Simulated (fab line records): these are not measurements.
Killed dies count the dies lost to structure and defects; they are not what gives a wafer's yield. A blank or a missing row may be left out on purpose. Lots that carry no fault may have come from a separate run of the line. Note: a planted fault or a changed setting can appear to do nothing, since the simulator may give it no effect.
Which tool is to blame? / flow berkeley cmos170 / 14 lots, 42 wafers sampled, at 4 steps of a route of 331

WHAT THE GAUGES READ, wafer by wafer
The record holds no reading of a measuring or inspecting step that can be judged against a usual standard deviation.

TOOL THAT RAN EACH LOT (tool first, then ch and the chambers of the sampled wafers, then the start)
lot=L314; UCB170_PFIELD_PEB_04=litho track-03 ch 0, day 4 23:43; UCB170_GATE_ETCH_14=rie diel-01 ch 0,2,3, day 7 05:08; UCB170_PSD_STRIP_09=plasma asher-03 ch 0,1, day 7 17:00; UCB170_M3_METAL_ETCH_18=rie metal-03 ch 0,1, day 8 20:03
lot=L315; UCB170_PFIELD_PEB_04=litho track-02 ch 0, day 4 23:49; UCB170_GATE_ETCH_14=rie diel-04 ch 0,2,3, day 7 04:49; UCB170_PSD_STRIP_09=plasma asher-01 ch 0,1, day 7 17:07; UCB170_M3_METAL_ETCH_18=rie metal-02 ch 0,1, day 8 20:30
lot=L318; UCB170_PFIELD_PEB_04=litho track-03 ch 0, day 5 22:00; UCB170_GATE_ETCH_14=rie diel-01 ch 1,3, day 8 07:42; UCB170_PSD_STRIP_09=plasma asher-03 ch 0,1, day 8 21:43; UCB170_M3_METAL_ETCH_18=rie metal-01 ch 0,1, day 9 23:53
lot=L321; UCB170_PFIELD_PEB_04=litho track-02 ch 0, day 5 23:38; UCB170_GATE_ETCH_14=rie diel-03 ch 1,3, day 8 08:04; UCB170_PSD_STRIP_09=plasma asher-01 ch 0,1, day 8 22:13; UCB170_M3_METAL_ETCH_18=rie metal-01 ch 0,1, day 10 02:55
lot=L320; UCB170_PFIELD_PEB_04=litho track-04 ch 0, day 5 23:46; UCB170_GATE_ETCH_14=rie diel-04 ch 0,1,2, day 8 07:18; UCB170_PSD_STRIP_09=plasma asher-04 ch 0,1, day 8 22:28; UCB170_M3_METAL_ETCH_18=rie metal-02 ch 0,1, day 10 06:31
lot=L319; UCB170_PFIELD_PEB_04=litho track-02 ch 0, day 5 23:56; UCB170_GATE_ETCH_14=rie diel-04 ch 0,1, day 8 07:56; UCB170_PSD_STRIP_09=plasma asher-04 ch 0,1, day 8 21:59; UCB170_M3_METAL_ETCH_18=rie metal-03 ch 0,1, day 10 01:46
lot=L322; UCB170_PFIELD_PEB_04=litho track-04 ch 0, day 6 11:46; UCB170_GATE_ETCH_14=rie diel-01 ch 1,2, day 8 19:29; UCB170_PSD_STRIP_09=plasma asher-04 ch 0,1, day 9 08:50; UCB170_M3_METAL_ETCH_18=rie metal-01 ch 0,1, day 10 12:16
lot=L325; UCB170_PFIELD_PEB_04=litho track-02 ch 0, day 7 10:42; UCB170_GATE_ETCH_14=rie diel-03 ch 0,1,3, day 9 17:40; UCB170_PSD_STRIP_09=plasma asher-03 ch 0,1, day 10 06:44; UCB170_M3_METAL_ETCH_18=rie metal-01 ch 0,1, day 11 10:17
lot=L326; UCB170_PFIELD_PEB_04=litho track-04, day 7 14:26; UCB170_GATE_ETCH_14=rie diel-04 ch 0,2,3, day 9 18:17; UCB170_PSD_STRIP_09=plasma asher-01 ch 1, day 10 07:01; UCB170_M3_METAL_ETCH_18=rie metal-02 ch 0,1, day 11 13:28
lot=L328; UCB170_PFIELD_PEB_04=litho track-04, day 7 16:16; UCB170_GATE_ETCH_14=rie diel-01 ch 0,1, day 9 18:39; UCB170_PSD_STRIP_09=plasma asher-01 ch 0,1, day 10 07:14; UCB170_M3_METAL_ETCH_18=rie metal-02 ch 0,1, day 11 14:26
lot=L335; UCB170_PFIELD_PEB_04=litho track-04 ch 0, day 8 19:13; UCB170_GATE_ETCH_14=rie diel-04 ch 0,1,3, day 11 03:28; UCB170_PSD_STRIP_09=plasma asher-03 ch 0,1, day 11 16:19; UCB170_M3_METAL_ETCH_18=rie metal-01 ch 0,1, day 12 15:17
lot=L334; UCB170_PFIELD_PEB_04=litho track-02 ch 0, day 8 19:20; UCB170_GATE_ETCH_14=rie diel-03 ch 0,1, day 11 04:00; UCB170_PSD_STRIP_09=plasma asher-03 ch 0,1, day 11 16:50; UCB170_M3_METAL_ETCH_18=rie metal-01 ch 0,1, day 12 20:24
lot=L336; UCB170_PFIELD_PEB_04=litho track-04 ch 0, day 9 13:13; UCB170_GATE_ETCH_14=rie diel-01 ch 1,2,3, day 12 02:46; UCB170_PSD_STRIP_09=plasma asher-03 ch 0,1, day 12 13:56; UCB170_M3_METAL_ETCH_18=rie metal-03 ch 0,1, day 13 16:05
lot=L337; UCB170_PFIELD_PEB_04=litho track-04 ch 0, day 10 02:02; UCB170_GATE_ETCH_14=rie diel-03 ch 0,2,3, day 12 09:11; UCB170_PSD_STRIP_09=plasma asher-04 ch 0,1, day 12 21:02; UCB170_M3_METAL_ETCH_18=rie metal-01 ch 0,1, day 14 03:28
- UCB170_PFIELD_PEB_04
- UCB170_GATE_ETCH_14: etches BARC in N2/H2.
- UCB170_PSD_STRIP_09: strips in O2.
- UCB170_M3_METAL_ETCH_18: etches Al in Cl2/BCl3, stops on SiO2, target depth 1170 nm, time 195 s.

WHAT THE TOOLS THEMSELVES READ (means of the sampled wafers that have a number; where no wafer has one, the mark that the record gives instead)
UCB170_PFIELD_PEB_04. Usual: chill plate temp C 23.01 C, standard deviation 0.11; exhaust pa 45.3 Pa, standard deviation 0.86.
lot=L314; tool=litho track-03; chill plate temp C (C)=22.99; exhaust pa (Pa)=44.8; flag=
lot=L315; tool=litho track-02; chill plate temp C (C)=23.00; exhaust pa (Pa)=45.8; flag=
lot=L318; tool=litho track-03; chill plate temp C (C)=23.03; exhaust pa (Pa)=44.9; flag=
lot=L321; tool=litho track-02; chill plate temp C (C)=23.06; exhaust pa (Pa)=45.4; flag=
lot=L320; tool=litho track-04; chill plate temp C (C)=22.96; exhaust pa (Pa)=45.5; flag=
lot=L319; tool=litho track-02; chill plate temp C (C)=23.08; exhaust pa (Pa)=45.1; flag=
lot=L322; tool=litho track-04; chill plate temp C (C)=23.13; exhaust pa (Pa)=45.2; flag=
lot=L325; tool=litho track-02; chill plate temp C (C)=23.02; exhaust pa (Pa)=45.1; flag=
lot=L326; tool=litho track-04; chill plate temp C (C)=-; exhaust pa (Pa)=-; flag=OFF
lot=L328; tool=litho track-04; chill plate temp C (C)=-; exhaust pa (Pa)=-; flag=OFF
lot=L335; tool=litho track-04; chill plate temp C (C)=23.00; exhaust pa (Pa)=46.0; flag=
lot=L334; tool=litho track-02; chill plate temp C (C)=23.07; exhaust pa (Pa)=45.0; flag=
lot=L336; tool=litho track-04; chill plate temp C (C)=22.82; exhaust pa (Pa)=45.6; flag=
lot=L337; tool=litho track-04; chill plate temp C (C)=23.01; exhaust pa (Pa)=44.5; flag=

UCB170_GATE_ETCH_14. Usual: drypump motor current A 5.8 A, standard deviation 0.5; oes product au 1.007 a.u., standard deviation 0.022; throttle valve pct 13.36 %, standard deviation 0.19.
lot=L314; tool=rie diel-01; drypump motor current A (A)=6.0; oes product au (a.u.)=1.001; throttle valve pct (%)=13.38; flag=
lot=L315; tool=rie diel-04; drypump motor current A (A)=5.9; oes product au (a.u.)=1.008; throttle valve pct (%)=13.29; flag=
lot=L318; tool=rie diel-01; drypump motor current A (A)=5.2; oes product au (a.u.)=0.979; throttle valve pct (%)=13.31; flag=
lot=L321; tool=rie diel-03; drypump motor current A (A)=6.0; oes product au (a.u.)=1.029; throttle valve pct (%)=13.48; flag=
lot=L320; tool=rie diel-04; drypump motor current A (A)=5.8; oes product au (a.u.)=1.020; throttle valve pct (%)=13.27; flag=
lot=L319; tool=rie diel-04; drypump motor current A (A)=5.7; oes product au (a.u.)=0.990; throttle valve pct (%)=13.24; flag=
lot=L322; tool=rie diel-01; drypump motor current A (A)=5.9; oes product au (a.u.)=0.999; throttle valve pct (%)=13.24; flag=
lot=L325; tool=rie diel-03; drypump motor current A (A)=6.0; oes product au (a.u.)=1.019; throttle valve pct (%)=13.50; flag=
lot=L326; tool=rie diel-04; drypump motor current A (A)=5.9; oes product au (a.u.)=1.017; throttle valve pct (%)=13.30; flag=
lot=L328; tool=rie diel-01; drypump motor current A (A)=5.2; oes product au (a.u.)=0.984; throttle valve pct (%)=13.08; flag=
lot=L335; tool=rie diel-04; drypump motor current A (A)=5.8; oes product au (a.u.)=0.998; throttle valve pct (%)=13.26; flag=
lot=L334; tool=rie diel-03; drypump motor current A (A)=5.8; oes product au (a.u.)=1.013; throttle valve pct (%)=13.54; flag=
lot=L336; tool=rie diel-01; drypump motor current A (A)=5.5; oes product au (a.u.)=0.982; throttle valve pct (%)=13.28; flag=
lot=L337; tool=rie diel-03; drypump motor current A (A)=5.9; oes product au (a.u.)=1.009; throttle valve pct (%)=13.53; flag=

UCB170_PSD_STRIP_09. Usual: drypump motor current A 5.40 A, standard deviation 0.28; oes product au 0.600 a.u., standard deviation 0.0045; strip time to endpoint s 29.38 s, standard deviation 0.076.
lot=L314; tool=plasma asher-03; drypump motor current A (A)=5.36; oes product au (a.u.)=0.598; strip time to endpoint s (s)=29.32; flag=
lot=L315; tool=plasma asher-01; drypump motor current A (A)=5.41; oes product au (a.u.)=0.599; strip time to endpoint s (s)=29.43; flag=
lot=L318; tool=plasma asher-03; drypump motor current A (A)=5.59; oes product au (a.u.)=0.602; strip time to endpoint s (s)=29.38; flag=
lot=L321; tool=plasma asher-01; drypump motor current A (A)=5.21; oes product au (a.u.)=0.599; strip time to endpoint s (s)=29.42; flag=
lot=L320; tool=plasma asher-04; drypump motor current A (A)=5.41; oes product au (a.u.)=0.606; strip time to endpoint s (s)=29.47; flag=
lot=L319; tool=plasma asher-04; drypump motor current A (A)=5.44; oes product au (a.u.)=0.596; strip time to endpoint s (s)=29.45; flag=
lot=L322; tool=plasma asher-04; drypump motor current A (A)=5.44; oes product au (a.u.)=0.602; strip time to endpoint s (s)=29.33; flag=
lot=L325; tool=plasma asher-03; drypump motor current A (A)=5.34; oes product au (a.u.)=0.599; strip time to endpoint s (s)=29.43; flag=
lot=L326; tool=plasma asher-01; drypump motor current A (A)=5.05; oes product au (a.u.)=0.600; strip time to endpoint s (s)=29.25; flag=
lot=L328; tool=plasma asher-01; drypump motor current A (A)=5.39; oes product au (a.u.)=0.598; strip time to endpoint s (s)=29.27; flag=
lot=L335; tool=plasma asher-03; drypump motor current A (A)=5.60; oes product au (a.u.)=0.606; strip time to endpoint s (s)=29.33; flag=
lot=L334; tool=plasma asher-03; drypump motor current A (A)=5.59; oes product au (a.u.)=0.600; strip time to endpoint s (s)=29.37; flag=
lot=L336; tool=plasma asher-03; drypump motor current A (A)=5.60; oes product au (a.u.)=0.603; strip time to endpoint s (s)=29.34; flag=
lot=L337; tool=plasma asher-04; drypump motor current A (A)=5.42; oes product au (a.u.)=0.598; strip time to endpoint s (s)=29.35; flag=

UCB170_M3_METAL_ETCH_18. Usual: drypump motor current A 5.67 A, standard deviation 0.27; oes product au 0.867 a.u., standard deviation 0.011; throttle valve pct 24.22 %, standard deviation 0.23.
lot=L314; tool=rie metal-03; drypump motor current A (A)=5.56; oes product au (a.u.)=0.851; throttle valve pct (%)=24.24; flag=
lot=L315; tool=rie metal-02; drypump motor current A (A)=5.82; oes product au (a.u.)=0.872; throttle valve pct (%)=24.30; flag=
lot=L318; tool=rie metal-01; drypump motor current A (A)=5.52; oes product au (a.u.)=0.864; throttle valve pct (%)=24.37; flag=
lot=L321; tool=rie metal-01; drypump motor current A (A)=5.51; oes product au (a.u.)=0.861; throttle valve pct (%)=24.38; flag=
lot=L320; tool=rie metal-02; drypump motor current A (A)=5.88; oes product au (a.u.)=0.863; throttle valve pct (%)=24.17; flag=
lot=L319; tool=rie metal-03; drypump motor current A (A)=5.55; oes product au (a.u.)=0.870; throttle valve pct (%)=24.06; flag=
lot=L322; tool=rie metal-01; drypump motor current A (A)=5.47; oes product au (a.u.)=0.864; throttle valve pct (%)=24.36; flag=
lot=L325; tool=rie metal-01; drypump motor current A (A)=5.75; oes product au (a.u.)=0.874; throttle valve pct (%)=24.29; flag=
lot=L326; tool=rie metal-02; drypump motor current A (A)=5.90; oes product au (a.u.)=0.863; throttle valve pct (%)=24.17; flag=
lot=L328; tool=rie metal-02; drypump motor current A (A)=5.89; oes product au (a.u.)=0.871; throttle valve pct (%)=24.17; flag=
lot=L335; tool=rie metal-01; drypump motor current A (A)=5.49; oes product au (a.u.)=0.863; throttle valve pct (%)=24.37; flag=
lot=L334; tool=rie metal-01; drypump motor current A (A)=5.50; oes product au (a.u.)=0.858; throttle valve pct (%)=24.37; flag=
lot=L336; tool=rie metal-03; drypump motor current A (A)=5.58; oes product au (a.u.)=0.873; throttle valve pct (%)=24.22; flag=
lot=L337; tool=rie metal-01; drypump motor current A (A)=5.76; oes product au (a.u.)=0.861; throttle valve pct (%)=24.29; flag=

THE ANSWER, worked out from the rows above alone
Rule: lot off if the mean of its wafers having a number is beyond 3 standard deviations from the usual mean. A lot without any number at a reading at which 4 lots or more have one is off too. All remaining lots with rows at the step are treated as sound. Order of review: gauges by route order, followed by the tools' own readings, for which a lot's mean as printed above is used. The first step at which some lot is off is used, and at that step the reading that is off furthest; a lot without a number counts as furthest.
Off: L326, L328, at UCB170_PFIELD_PEB_04 (chill plate temp C). Without a number there: L326, L328.
A tool fits if, at that step or a process step before it, it ran every lot that is off, and no sound lot after the first of them. None of those tried fits.

WHAT WAS PUT IN BY THE SIMULATOR
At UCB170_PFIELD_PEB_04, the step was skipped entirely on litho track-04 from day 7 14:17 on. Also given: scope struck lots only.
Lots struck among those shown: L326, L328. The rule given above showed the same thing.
